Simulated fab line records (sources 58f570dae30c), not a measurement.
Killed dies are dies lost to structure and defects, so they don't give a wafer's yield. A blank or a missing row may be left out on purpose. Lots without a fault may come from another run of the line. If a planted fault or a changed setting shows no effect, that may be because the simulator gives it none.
Split-lot trial	flow berkeley cmos170	23 wafers read across 5 lots, on a route 331 steps long

ABOUT THE SPLIT
At UCB170_ACTIVE_OXIDATION_02 (target thk 26.4 nm, ox time 1260 s), the setting ox time s was moved away from the recipe's 1260 s on 20 of the 23 wafers read, by -12.8% to +10.5%. All remaining wafers had this setting at the recipe value.

Split to reading: the file shows no intervening step.

THE READING
At UCB170_ACTIVE_THK_MEAS_03: ACTIVE_OXIDE_THK, given in nm. On this fab line, fault-free wafers typically give 26.3 nm with a standard deviation of 0.57 nm.

wafer	tool, chamber at the split	ox time s as run, s	against the recipe	ACTIVE_OXIDE_THK, nm	against lot-mates on the recipe
L076.1	-, -	1099	-12.8%	23.7	no lot-mate on the recipe
L076.2	-, -	1099	-12.8%	24.0	no lot-mate on the recipe
L076.3	-, -	1099	-12.8%	23.4	no lot-mate on the recipe
L076.4	-, -	1099	-12.8%	23.8	no lot-mate on the recipe
L076.5	-, -	1099	-12.8%	23.9	no lot-mate on the recipe
L082.1	-, -	1156	-8.3%	25.1	no lot-mate on the recipe
L082.2	-, -	1156	-8.3%	24.7	no lot-mate on the recipe
L082.3	-, -	1156	-8.3%	25.1	no lot-mate on the recipe
L082.5	-, -	1156	-8.3%	24.5	no lot-mate on the recipe
L082.6	-, -	1156	-8.3%	24.7	no lot-mate on the recipe
L085.1	-, -	1382	+9.7%	27.0	no lot-mate on the recipe
L085.3	-, -	1382	+9.7%	27.1	no lot-mate on the recipe
L085.4	-, -	1382	+9.7%	27.3	no lot-mate on the recipe
L085.5	-, -	1382	+9.7%	27.2	no lot-mate on the recipe
L085.6	-, -	1382	+9.7%	27.3	no lot-mate on the recipe
L084.2	furnace-04, 0	1260	recipe	26.3	-
L084.3	furnace-04, 0	1260	recipe	26.0	-
L084.4	furnace-04, 0	1260	recipe	26.0	-
L083.1	-, -	1392	+10.5%	27.1	no lot-mate on the recipe
L083.2	-, -	1392	+10.5%	27.6	no lot-mate on the recipe
L083.3	-, -	1392	+10.5%	27.6	no lot-mate on the recipe
L083.4	-, -	1392	+10.5%	27.1	no lot-mate on the recipe
L083.6	-, -	1392	+10.5%	27.4	no lot-mate on the recipe

FIT RESULTS
A straight line over all 23 wafers: ACTIVE_OXIDE_THK changes by +0.147 nm for each +1% of ox time s; r = +0.98; the points scatter about the line by 0.27 nm.
Too few moved wafers have a lot-mate on the recipe to fit a line with each lot's own level taken away.

THE WHOLE CHAIN: every reading that the file lists as answering this split, in the file's order
step	what it does	reading	change (the file's fit)	r (the file's)
UCB170_ACTIVE_OXIDATION_02	target thk 26.4 nm, ox time 1260 s	SiO2_of_ACTIVE_OXIDATION_02.thk nm (the simulator's own value, which no gauge read)	+0.147 nm for each +1% of the setting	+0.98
UCB170_ACTIVE_THK_MEAS_03		ACTIVE_OXIDE_THK	+0.147 for each +1% of the setting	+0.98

FILE'S OWN FIT
ACTIVE_OXIDE_THK changes by +0.147 nm for each +1% of ox time s, r = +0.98.
